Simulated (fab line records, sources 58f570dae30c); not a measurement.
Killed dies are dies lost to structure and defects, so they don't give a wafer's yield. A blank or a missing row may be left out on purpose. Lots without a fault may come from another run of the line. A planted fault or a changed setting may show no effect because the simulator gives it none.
One fault seen from 2 desks | flow berkeley_cmos170 | each desk has only its own numbers; what lay behind them comes last

THE TOOL OWNER'S DESK: plasma_asher-01
The tool's own readings at UCB170_NWELL_STRIP_15 (strips in O2): means of the sampled wafers that have a number, for each lot that ran on this tool. A lot is out of limits, marked OUT, if its mean lies more than 4 standard deviations from the usual mean; the brackets give that distance.
Columns: A = drypump_motor_current_A at UCB170_NWELL_STRIP_15, usual 6.0 A; B = o2_flow_sccm at UCB170_NWELL_STRIP_15, usual 400.2 sccm; C = oes_product_au at UCB170_NWELL_STRIP_15, usual 0.721 a.u.; D = strip_time_to_endpoint_s at UCB170_NWELL_STRIP_15, usual 18.00 s
lot  | first seen here | A   | B     | C     | D
L586 | day 2 20:46     | 6.3 | 400.1 | 0.719 | 18.06
L590 | day 3 14:50     | 6.3 | 399.9 | 0.720 | 18.09
L592 | day 4 05:18     | 6.3 | 402.3 | 0.722 | 18.03
L591 | day 4 05:31     | 6.3 | 399.6 | 0.723 | 17.93
L593 | day 4 11:31     | 6.3 | 400.8 | 0.718 | 18.04
L597 | day 4 22:45     | 6.3 | 400.2 | 0.718 | 18.08
L600 | day 5 06:58     | 6.3 | 400.6 | 0.717 | 18.01
L601 | day 6 00:58     | 6.1 | 399.9 | 0.723 | 18.07
This desk's finding: nothing out of limits on any of the 8 lots.

THE METROLOGY DESK
What the gauges read, lot by lot, whatever tool the lot ran on: means of the sampled wafers that have a number. A lot is out of limits, marked OUT, if its mean lies more than 4 standard deviations from the usual mean; the brackets give that distance.
Columns: A = V2_BOW at UCB170_V2_BOW_MEAS_03, usual 36 um; B = M3_AL_RS at UCB170_M3_RS_MEAS_02, usual 0.0319 ohm/sq
lot  | first seen here | A  | B
L586 | day 8 15:52     | 31 | 0.0323
L587 | day 8 22:40     | 38 | 0.0319
L591 | day 9 19:10     | 33 | 0.0322
L590 | day 9 19:27     | 31 | 0.0323
L595 | day 10 18:10    | 34 | 0.0314
L593 | day 10 18:43    | 42 | 0.0325
L594 | day 10 20:32    | 39 | 0.0315
L592 | day 10 20:52    | 33 | 0.0321
L597 | day 10 21:11    | 37 | 0.0321
L600 | day 11 16:29    | 38 | 0.0319
L601 | day 12 05:49    | 30 | 0.0318
L604 | day 13 18:08    | 34 | 0.0317
L606 | day 13 20:32    | 38 | 0.0320
L607 | day 14 08:12    | 33 | 0.0317
This desk's finding: nothing out of limits on any of the 14 lots.

PUT TOGETHER
The tool owner's desk saw nothing out of limits.
The metrology desk saw nothing out of limits.

WHAT THE SIMULATOR HAD PUT IN
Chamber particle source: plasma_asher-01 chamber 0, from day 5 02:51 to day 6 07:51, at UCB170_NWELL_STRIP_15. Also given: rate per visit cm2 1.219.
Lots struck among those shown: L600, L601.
